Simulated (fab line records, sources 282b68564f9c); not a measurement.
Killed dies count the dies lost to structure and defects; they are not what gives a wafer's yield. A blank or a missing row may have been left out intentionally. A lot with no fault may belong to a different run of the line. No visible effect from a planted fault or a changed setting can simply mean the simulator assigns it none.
fab line records | flow rit_cmos | part 1 of 2: steps 1 to 25 of 35
record: lots: 5 wafers: 15 last_day: 7
route steps=202 shown ACTIVE@14 FOX1@20 FOX2@23 NWELL@28 PWELL@39
lots that met no fault: from a run of the same line without faults
start_h: the number of hours between the record's first day and the start of the first shown wafer of the lot | wait_h: time in hours since the lot's previous step | " repeats the value in the row above | L1.1+2: one row covering several wafers at once | - no value, or no start given | * or withheld: withheld | < > ~ a bound
route shown NAME@n: NAME is a module with steps in the file, n the number in the route of the first one | usual: the fault-free wafers' mean and standard deviation | same: alike in all rows | chamber/n: place in a boat | sites: readings site by site | _std_site: the values' standard deviation | _edge_site: mean of outer sites minus mean of inner sites | radius_mm: for every site, how far away it sits from the centre of the wafer | mask NAME#n: copy n | behind: the tool/chamber that last shaped the wafer | hold: the reason the lot was held/the length of the hold in hours/how it ended | device: the transistor (n, p or np) that didn't switch | end of line: at the end of the route, the tests of the same wafers | step lacking rows: just its recipe | killed: the dies lost at the first sort to structure and to defects; this is not the yield of the wafer | map: a wafer's dies, marking killed ones x, the rest . and places with no die _
set.NAME: the setting as run; set.NAME@STEP: as run at that earlier step | model.NAME: the simulator's own value behind a step, which no gauge read
lots at selected steps of the route; one table per step, one row per wafer
services: from which hour (start_h, from the record's first day; less than 0 if before it) a tool's chamber was out of use, for how many hours, and why
== steps ==
step: RIT_ACTIVE_ETCH_13
recipe: stop_on: SiO2 chemistry: SF6 target: Si3N4 time_s: 210 over_etch_frac: 0.4 SF6_flow_sccm: 200 pressure_mtorr: 260 rf_w: 125 target_depth_a: 2100
usual: drypump_motor_current_A: 5.9/0.46 oes_product_au: 0.821/0.014 rf_fwd_power_W: 124.6/0.39 throttle_valve_pct: 7.52/0.11
same: over_etch_frac: 0.4
columns lot.wafer tool chamber start_h wait_h drypump_motor_current_A oes_product_au rf_fwd_power_W rf_hours_counter_h throttle_valve_pct
L075.1 rie_diel-02 1 20.42 0.1 6.5 0.826 125.0 113 7.35
L075.3 " 0 " " 4.9 0.819 124.9 15 7.64
L075.4 " 3 " " 6.4 0.839 125.0 54 7.63
L077.1 rie_diel-02 0 29.83 0.1 4.9 0.815 124.8 15 7.64
L077.3 " 2 " " 5.9 0.836 124.7 48 7.51
L077.4 " 1 " " 6.5 0.836 124.2 113 7.35
L080.1 rie_diel-03 3 46.70 0.1 6.4 0.808 124.2 30 7.59
L080.3 " 0 " " 6.0 0.812 124.6 133 7.62
L080.4 " 2 " " 6.4 0.810 124.3 39 7.28
L088.1 rie_diel-02 2 84.83 0.1 6.0 0.842 125.0 49 7.50
L088.2 " 1 " " 6.5 0.841 124.8 115 7.35
L088.6 " 2 " " 6.0 0.837 125.0 - 7.50
L096.1 rie_diel-03 0 125.77 0.1 6.0 0.815 124.8 135 7.63
L096.4 " 3 " " 6.3 0.811 124.9 31 7.61
L096.6 " 1 " " 5.4 0.814 124.4 - 7.44
step: RIT_ACTIVE_STRIP_14
recipe: chemistry: O2 time_s: 180 resist: NOVOLAK platen_temp_c: withheld power_w: 500 pressure_mtorr: 4000 o2_flow_sccm: 4000
usual: drypump_motor_current_A: 5.6/0.51
columns lot.wafer tool chamber start_h wait_h drypump_motor_current_A rf_hours_counter_h
L075.1 plasma_asher-02 1 20.55 0.1 5.1 39
L075.3 " 0 " " 5.4 -
L075.4 " 1 " " 5.1 -
L077.1 plasma_asher-03 1 29.97 0.1 5.5 38
L077.3 " 1 " " 5.5 -
L077.4 " 0 " " 5.3 -
L080.1 plasma_asher-04 0 46.83 0.1 5.4 38
L080.3 " 0 " " 5.4 -
L080.4 " 1 " " 6.6 -
L088.1 plasma_asher-04 0 84.97 0.1 5.4 43
L088.2 " 1 " " 6.6 43
L088.6 " 0 " " 5.4 -
L096.1 plasma_asher-03 0 125.90 0.1 5.3 1
L096.4 " 1 " " 5.5 -
L096.6 " 0 " " 5.3 -
step: RIT_ACTIVE_CD_MEAS_90
recipe: target_cd_nm: 1400
usual: cd_nm: 1400.2/2.5
columns lot.wafer tool chamber start_h wait_h cd_nm
L075.1 cd_sem-02 - 20.73 0.1 1401.7
L075.3 " - " " 1401.7
L075.4 " - " " 1401.0
L077.1 cd_sem-02 - 30.14 0.1 1395.5
L077.3 " - " " 1397.0
L077.4 " - " " 1397.4
L080.1 cd_sem-02 - 47.01 0.1 1403.1
L080.3 " - " " 1402.3
L080.4 " - " " 1402.6
L088.1 cd_sem-02 - 85.14 0.1 1398.0
L088.2 " - " " 1399.3
L088.6 " - " " 1399.8
L096.1 cd_sem-02 - 126.08 0.1 1395.6
L096.4 " - " " 1397.2
L096.6 " - " " 1397.4
step: RIT_ACTIVE_CLEAN_15
recipe: chemistry: SC1 mix: 3:3:50 time_s: 600 temp_c: 75
usual: bath_heat_duty_pct: 15.3/1.4
columns lot.wafer tool chamber start_h wait_h bath_heat_duty_pct
L075.1 wet_bench-01 1 20.85 0.1 16.7
L075.3 " 1 " " 15.6
L075.4 " 1 " " 16.8
L077.1 wet_bench-02 0 30.26 0.1 12.6
L077.3 " 0 " " 13.0
L077.4 " 0 " " 12.9
L080.1 wet_bench-01 3 47.13 0.1 14.2
L080.3 " 3 " " 13.9
L080.4 " 3 " " 13.7
L088.1 wet_bench-02 0 85.26 0.1 13.8
L088.2 " 0 " " 12.0
L088.6 " 0 " " 13.1
L096.1 wet_bench-03 0 126.20 0.1 16.8
L096.4 " 0 " " 16.8
L096.6 " 0 " " 16.7
step: RIT_ACTIVE_CLEAN_16
recipe: chemistry: dHF dilution: 50:1 time_s: 30
columns lot.wafer tool chamber start_h wait_h
L075.1+3+4 wet_bench-02 2 21.04 0.0
L077.1+3+4 wet_bench-01 3 30.44 0.0
L080.1+3+4 wet_bench-03 3 47.32 0.0
L088.1+2+6 wet_bench-01 0 85.44 0.0
L096.1+4+6 wet_bench-02 3 126.37 0.0
step: RIT_ACTIVE_CLEAN_17
recipe: chemistry: SC2 mix: 3:3:50 time_s: 600 temp_c: 75 dry: n2_spin
usual: bath_heat_duty_pct: 15.5/1.3
columns lot.wafer tool chamber start_h wait_h bath_heat_duty_pct
L075.1 wet_bench-01 3 21.06 0.0 13.3
L075.3 " 3 " " 13.3
L075.4 " 3 " " 14.5
L077.1 wet_bench-02 2 30.45 0.0 15.9
L077.3 " 2 " " 16.3
L077.4 " 2 " " 16.8
L080.1 wet_bench-02 0 47.34 0.0 13.7
L080.3 " 0 " " 13.1
L080.4 " 0 " " 14.5
L088.1 wet_bench-03 3 85.45 0.0 15.2
L088.2 " 3 " " 14.7
L088.6 " 3 " " 14.9
L096.1 wet_bench-03 1 126.39 0.0 15.6
L096.4 " 1 " " 16.3
L096.6 " 1 " " 16.7
step: RIT_FOX1_OXIDATION_00
recipe: temp_c: 1090 ambient: H2O target_thk_a: 3507 p_h2o_torr: 720 ox_time_s: 1130
usual: ox_temp_c_max: 1094.9/1.4
columns lot.wafer tool chamber start_h wait_h ox_temp_c_max
L075.1 furnace-04 0 21.25 0.0 1096.5
L075.3 " 0 " " 1096.4
L075.4 " 0 " " 1095.3
L077.1 furnace-01 0 31.95 1.3 1093.4
L077.3 " 0 " " 1093.5
L077.4 " 0 " " 1093.6
L080.1 furnace-01 0 47.51 0.0 1093.7
L080.3 " 0 " " 1094.2
L080.4 " 0 " " 1093.6
L088.1 furnace-04 0 88.92 3.3 1096.2
L088.2 " 0 " " 1096.5
L088.6 " 0 " " 1094.7
L096.1 furnace-04 0 126.73 0.2 1094.8
L096.4 " 0 " " 1094.4
L096.6 " 0 " " 1094.2
step: RIT_FOX1_THK_MEAS_01
recipe: reads: SiO2_of_FOX1_OXIDATION_00
usual: FOX1_OXIDE_THK: 330/7
columns lot.wafer tool chamber start_h wait_h FOX1_OXIDE_THK[nm]
L075.1 film_metro-03 - 22.56 0.0 331
L075.3 " - " " 335
L075.4 " - " " 334
L077.1 film_metro-03 - 33.27 0.0 331
L077.3 " - " " 330
L077.4 " - " " 333
L080.1 film_metro-03 - 48.82 0.0 330
L080.3 " - " " 328
L080.4 " - " " 325
L088.1 film_metro-03 - 90.24 0.0 331
L088.2 " - " " 336
L088.6 " - " " 335
L096.1 film_metro-01 - 128.04 0.0 335
L096.4 " - " " 334
L096.6 " - " " 337
step: RIT_FOX1_WET_ETCH_02
recipe: chemistry: BOE target_depth_nm: 350 time_s: 390 temp_c: 21.5 dry: n2_spin dilution: 10:1 target: SiO2
usual: bath_heat_duty_pct: 1.6/0.34
columns lot.wafer tool chamber start_h wait_h bath_heat_duty_pct
L075.1 wet_bench-01 3 22.62 0.1 1.4
L075.3 " 3 " " 1.9
L075.4 " 3 " " 1.8
L077.1 wet_bench-04 2 33.33 0.1 1.6
L077.3 " 2 " " 1.3
L077.4 " 2 " " 1.5
L080.1 wet_bench-03 3 48.88 0.1 1.1
L080.3 " 3 " " 1.6
L080.4 " 3 " " 2.0
L088.1 wet_bench-01 2 90.30 0.1 2.3
L088.2 " 2 " " 1.0
L088.6 " 2 " " 1.3
L096.1 wet_bench-04 1 128.10 0.1 1.6
L096.4 " 1 " " 0.9
L096.6 " 1 " " 1.6
step: RIT_FOX2_OXIDATION_00
recipe: temp_c: 1100 ambient: H2O target_thk_a: 3507 p_h2o_torr: 720 ox_time_s: 1130
usual: ox_temp_c_max: 1105.1/1.6
columns lot.wafer tool chamber start_h wait_h ox_temp_c_max
L075.1 furnace-03 0 23.38 0.6 1104.9
L075.3 " 0 " " 1104.8
L075.4 " 0 " " 1105.2
L077.1 furnace-01 0 33.45 0.0 1103.8
L077.3 " 0 " " 1103.0
L077.4 " 0 " " 1102.7
L080.1 furnace-03 0 49.43 0.4 1105.6
L080.3 " 0 " " 1107.7
L080.4 " 0 " " 1105.7
L088.1 furnace-01 0 90.75 0.3 1103.8
L088.2 " 0 " " 1102.5
L088.6 " 0 " " 1103.1
L096.1 furnace-04 0 128.22 0.0 1105.3
L096.4 " 0 " " 1107.3
L096.6 " 0 " " 1105.0
step: RIT_FOX2_THK_MEAS_01
recipe: reads: SiO2_of_FOX2_OXIDATION_00
usual: FOX2_OXIDE_THK: 350/6.4
columns lot.wafer tool chamber start_h wait_h FOX2_OXIDE_THK[nm]
L075.1 film_metro-01 - 24.70 0.0 355
L075.3 " - " " 354
L075.4 " - " " 351
L077.1 film_metro-04 - 34.76 0.0 357
L077.3 " - " " 368
L077.4 " - " " 357
L080.1 film_metro-03 - 50.74 0.0 343
L080.3 " - " " 344
L080.4 " - " " 341
L088.1 film_metro-03 - 92.07 0.0 357
L088.2 " - " " 359
L088.6 " - " " 357
L096.1 film_metro-03 - 129.54 0.0 353
L096.4 " - " " 344
L096.6 " - " " 352
step: RIT_FOX2_CLEAN_02
recipe: chemistry: dHF dilution: 50:1 time_s: 180
columns lot.wafer tool chamber start_h wait_h
L075.1+3+4 wet_bench-04 1 24.76 0.1
L077.1+3+4 wet_bench-04 2 34.82 0.1
L080.1+3+4 wet_bench-04 1 50.80 0.1
L088.1+2+6 wet_bench-04 1 92.13 0.1
L096.1+4+6 wet_bench-04 3 129.60 0.1
step: RIT_FOX2_WET_ETCH_03
recipe: chemistry: H3PO4 target: Si3N4 target_depth_nm: 195 temp_c: 165 time_s: 2700
usual: bath_heat_duty_pct: 27.3/2.7
columns lot.wafer tool chamber start_h wait_h bath_heat_duty_pct
L075.1 wet_bench-02 2 24.81 0.0 30.3
L075.3 " 2 " " 28.4
L075.4 " 2 " " 29.0
L077.1 wet_bench-02 0 34.88 0.0 23.8
L077.3 " 0 " " 22.5
L077.4 " 0 " " 23.7
L080.1 wet_bench-03 1 50.87 0.0 31.2
L080.3 " 1 " " 29.7
L080.4 " 1 " " 28.9
L088.1 wet_bench-02 1 92.20 0.0 30.1
L088.2 " 1 " " 27.6
L088.6 " 1 " " 27.4
L096.1 wet_bench-02 1 129.65 0.0 28.9
L096.4 " 1 " " 27.1
L096.6 " 1 " " 27.6
step: RIT_FOX2_THK_MEAS_90
recipe: reads: SiO2_of_FOX2_OXIDATION_00
usual: FIELD_OXIDE_LEFT_1_THK: 322/6.5
columns lot.wafer tool chamber start_h wait_h FIELD_OXIDE_LEFT_1_THK[nm]
L075.1 film_metro-01 - 25.64 0.0 328
L075.3 " - " " 328
L075.4 " - " " 325
L077.1 film_metro-04 - 35.64 0.0 330
L077.3 " - " " 341
L077.4 " - " " 330
L080.1 film_metro-03 - 51.63 0.0 315
L080.3 " - " " 317
L080.4 " - " " 314
L088.1 film_metro-04 - 92.95 0.0 329
L088.2 " - " " 331
L088.6 " - " " 330
L096.1 film_metro-03 - 130.41 0.0 325
L096.4 " - " " 317
L096.6 " - " " 325
step: RIT_NWELL_HMDS_00
recipe: prime_time_s: 60 prime_temp_c: 140
usual: prime_temp_c: 140.01/0.14 resist_line_temp_C: 22.98/0.11
columns lot.wafer tool chamber start_h wait_h prime_temp_c resist_line_temp_C
L075.1 litho_track-02 0 25.70 0.1 140.02 22.83
L075.3 " 0 " " 140.06 22.97
L075.4 " 0 " " 140.01 23.02
L077.1 litho_track-04 0 35.70 0.1 139.88 23.05
L077.3 " 0 " " 140.15 22.88
L077.4 " 0 " " 140.13 22.92
L080.1 litho_track-01 0 51.69 0.1 140.23 22.99
L080.3 " 0 " " 140.23 22.80
L080.4 " 0 " " 140.00 22.88
L088.1 litho_track-04 0 93.01 0.1 140.25 22.76
L088.2 " 0 " " 140.26 22.90
L088.6 " 0 " " 140.19 22.84
L096.1 litho_track-02 0 130.59 0.2 139.98 23.05
L096.4 " 0 " " 139.93 23.14
L096.6 " 0 " " 139.92 23.18
step: RIT_NWELL_COAT_01
recipe: resist: NOVOLAK spin_rpm: 2000 resist_thk_nm: 1300
usual: dispense_pressure_kPa: 53.4/2.8 resist_line_temp_C: 23.00/0.11
columns lot.wafer tool chamber start_h wait_h dispense_pressure_kPa resist_line_temp_C
L075.1 litho_track-02 0 25.85 0.1 49.7 22.84
L075.3 " 0 " " 49.7 22.95
L075.4 " 0 " " 49.7 22.76
L077.1 litho_track-04 0 35.85 0.1 55.6 22.90
L077.3 " 0 " " 55.5 22.92
L077.4 " 0 " " 55.5 22.93
L080.1 litho_track-01 0 51.84 0.1 55.6 22.94
L080.3 " 0 " " 55.6 22.99
L080.4 " 0 " " 55.6 23.02
L088.1 litho_track-04 0 93.16 0.1 55.5 23.13
L088.2 " 0 " " 55.6 22.95
L088.6 " 0 " " 55.6 23.16
L096.1 litho_track-02 0 130.74 0.1 49.8 22.94
L096.4 " 0 " " 49.7 22.97
L096.6 " 0 " " 49.7 23.11
step: RIT_NWELL_SOFTBAKE_02
recipe: resist: NOVOLAK temp_c: 90 time_s: 60
usual: resist_line_temp_C: 22.99/0.11
columns lot.wafer tool chamber start_h wait_h resist_line_temp_C
L075.1 litho_track-02 0 26.00 0.1 23.00
L075.3 " 0 " " 22.99
L075.4 " 0 " " 22.87
L077.1 litho_track-04 0 36.00 0.1 22.85
L077.3 " 0 " " 22.93
L077.4 " 0 " " 22.88
L080.1 litho_track-01 0 51.99 0.1 23.04
L080.3 " 0 " " 22.97
L080.4 " 0 " " 23.14
L088.1 litho_track-04 0 93.31 0.1 22.98
L088.2 " 0 " " 22.89
L088.6 " 0 " " 22.93
L096.1 litho_track-02 0 130.89 0.1 23.03
L096.4 " 0 " " 23.02
L096.6 " 0 " " 23.09
step: RIT_NWELL_EXPOSE_03
recipe: mask_id: M2 na: 0.57 target_cd_nm: 43900 dose_mj: 250
usual: focus_offset_nm: 0.0/0.52
columns lot.wafer tool chamber start_h wait_h mask focus_offset_nm
L075.1 iline_stepper-02 0 26.28 0.2 M2#0 -1.0
L075.3 " 0 " " M2#0 0.9
L075.4 " 0 " " M2#0 0.3
L077.1 iline_stepper-02 0 36.27 0.2 M2#0 -0.9
L077.3 " 0 " " M2#0 -0.9
L077.4 " 0 " " M2#0 -0.4
L080.1 iline_stepper-01 0 52.26 0.2 M2#0 -0.4
L080.3 " 0 " " M2#0 -0.3
L080.4 " 0 " " M2#0 -0.3
L088.1 iline_stepper-01 0 93.46 0.1 M2#0 0.1
L088.2 " 0 " " M2#0 -0.1
L088.6 " 0 " " M2#0 -0.2
L096.1 iline_stepper-01 0 131.04 0.1 M2#0 -0.6
L096.4 " 0 " " M2#0 0.7
L096.6 " 0 " " M2#0 0.3
step: RIT_NWELL_PEB_04
recipe: resist: NOVOLAK temp_c: withheld time_s: withheld
usual: resist_line_temp_C: *
columns lot.wafer tool chamber start_h wait_h resist_line_temp_C
L075.1 litho_track-04 0 26.39 0.1 *
L075.3 " 0 " " *
L075.4 " 0 " " *
L077.1 litho_track-04 0 36.39 0.1 *
L077.3 " 0 " " *
L077.4 " 0 " " *
L080.1 litho_track-02 0 52.38 0.1 *
L080.3 " 0 " " *
L080.4 " 0 " " *
L088.1 litho_track-04 0 93.58 0.1 *
L088.2 " 0 " " *
L088.6 " 0 " " *
L096.1 litho_track-01 0 131.15 0.1 *
L096.4 " 0 " " *
L096.6 " 0 " " *
step: RIT_NWELL_DEVELOP_05
recipe: resist: NOVOLAK develop_time_s: 68 dev_temp_c: 23
usual: developer_temp_C: 23.00/0.1 resist_line_temp_C: 23.00/0.1
columns lot.wafer tool chamber start_h wait_h developer_temp_C resist_line_temp_C
L075.1 litho_track-04 0 - - 22.98 22.92
L075.3 " 0 " " 23.06 22.97
L075.4 " 0 " " 23.11 22.95
L077.1 litho_track-04 0 - - 22.84 23.15
L077.3 " 0 " " 23.04 22.97
L077.4 " 0 " " 23.06 22.94
L080.1 litho_track-02 0 - - 22.89 23.04
L080.3 " 0 " " 22.98 23.05
L080.4 " 0 " " 22.96 23.00
L088.1 litho_track-04 0 - - 22.89 22.88
L088.2 " 0 " " 23.06 22.84
L088.6 " 0 " " 22.96 22.78
L096.1 litho_track-01 0 - - 22.95 23.00
L096.4 " 0 " " 23.13 22.93
L096.6 " 0 " " 23.05 23.04
step: RIT_NWELL_OVL_MEAS_06
usual: NWELL_OVL: 1.3/1.5
columns lot.wafer tool chamber start_h wait_h NWELL_OVL[nm]
L075.1 overlay-01 - 26.71 - 0.1
L075.3 " - " " 1.1
L075.4 " - " " 2.0
L077.1 overlay-01 - 36.70 - 2.8
L077.3 " - " " 1.3
L077.4 " - " " 1.8
L080.1 overlay-02 - 52.69 - 0.9
L080.3 " - " " 0.4
L080.4 " - " " 0.4
L088.1 overlay-01 - 93.89 - 2.1
L088.2 " - " " 2.4
L088.6 " - " " 0.7
L096.1 overlay-02 - 131.47 - -0.2
L096.4 " - " " 3.1
L096.6 " - " " 1.0
step: RIT_NWELL_HARDBAKE_07
recipe: resist: NOVOLAK temp_c: 140 time_s: 120
usual: resist_line_temp_C: 23.01/0.099
columns lot.wafer tool chamber start_h wait_h resist_line_temp_C
L075.1 litho_track-01 0 26.74 0.0 22.94
L075.3 " 0 " " 22.95
L075.4 " 0 " " 22.95
L077.1 litho_track-04 0 36.74 0.0 22.87
L077.3 " 0 " " 23.02
L077.4 " 0 " " 22.88
L080.1 litho_track-04 0 52.73 0.0 23.04
L080.3 " 0 " " 22.78
L080.4 " 0 " " 22.90
L088.1 litho_track-04 0 93.93 0.0 22.83
L088.2 " 0 " " 23.00
L088.6 " 0 " " 22.92
L096.1 litho_track-04 0 131.50 0.0 23.15
L096.4 " 0 " " 23.13
L096.6 " 0 " " 23.15
step: RIT_NWELL_IMPLANT_08
recipe: species: P energy_kev: 170 dose_cm2: 5e+13 tilt_deg: 7
usual: faraday_current_uA: 159/3.1
columns lot.wafer tool chamber start_h wait_h faraday_current_uA
L075.1 implanter-04 0 26.99 0.2 157
L075.3 " 0 " " 158
L075.4 " 0 " " 157
L077.1 implanter-04 0 36.99 0.2 159
L077.3 " 0 " " 160
L077.4 " 0 " " 156
L080.1 implanter-02 0 52.98 0.2 157
L080.3 " 0 " " 160
L080.4 " 0 " " 166
L088.1 implanter-03 0 94.18 0.2 161
L088.2 " 0 " " 163
L088.6 " 0 " " 160
L096.1 implanter-02 0 131.75 0.2 154
L096.4 " 0 " " 157
L096.6 " 0 " " 164
step: RIT_NWELL_STRIP_09
recipe: chemistry: O2 time_s: 180 resist: NOVOLAK platen_temp_c: withheld power_w: 500 pressure_mtorr: 4000 o2_flow_sccm: 4000
usual: drypump_motor_current_A: 5.4/0.45
columns lot.wafer tool chamber start_h wait_h drypump_motor_current_A rf_hours_counter_h
L075.1 plasma_asher-02 1 27.14 0.1 5.1 40
L075.3 " 0 " " 5.4 -
L075.4 " 1 " " 5.1 -
L077.1 plasma_asher-02 0 37.14 0.1 5.4 41
L077.3 " 1 " " 5.1 -
L077.4 " 0 " " 5.4 -
L080.1 plasma_asher-02 0 53.13 0.1 5.4 43
L080.3 " 1 " " 5.1 -
L080.4 " 0 " " 5.4 -
L088.1 plasma_asher-01 0 94.33 0.1 4.9 32
L088.2 " 1 " " 6.4 32
L088.6 " 1 " " 6.4 -
L096.1 plasma_asher-01 1 131.90 0.1 6.4 36
L096.4 " 0 " " 4.9 -
L096.6 " 0 " " 4.9 -
step: RIT_NWELL_TW_MEAS_10
usual: NWELL_TW: 2119/20
columns lot.wafer tool chamber start_h wait_h NWELL_TW
L075.1 film_metro-03 - 27.32 0.1 2118
L075.3 " - " " 2109
L075.4 " - " " 2118
L077.1 film_metro-03 - 37.31 0.1 2109
L077.3 " - " " 2112
L077.4 " - " " 2103
L080.1 film_metro-04 - 53.30 0.1 2097
L080.3 " - " " 2094
L080.4 " - " " 2096
L088.1 film_metro-04 - 94.51 0.1 2102
L088.2 " - " " 2100
L088.6 " - " " 2095
L096.1 film_metro-02 - 132.08 0.1 2148
L096.4 " - " " 2161
L096.6 " - " " 2149
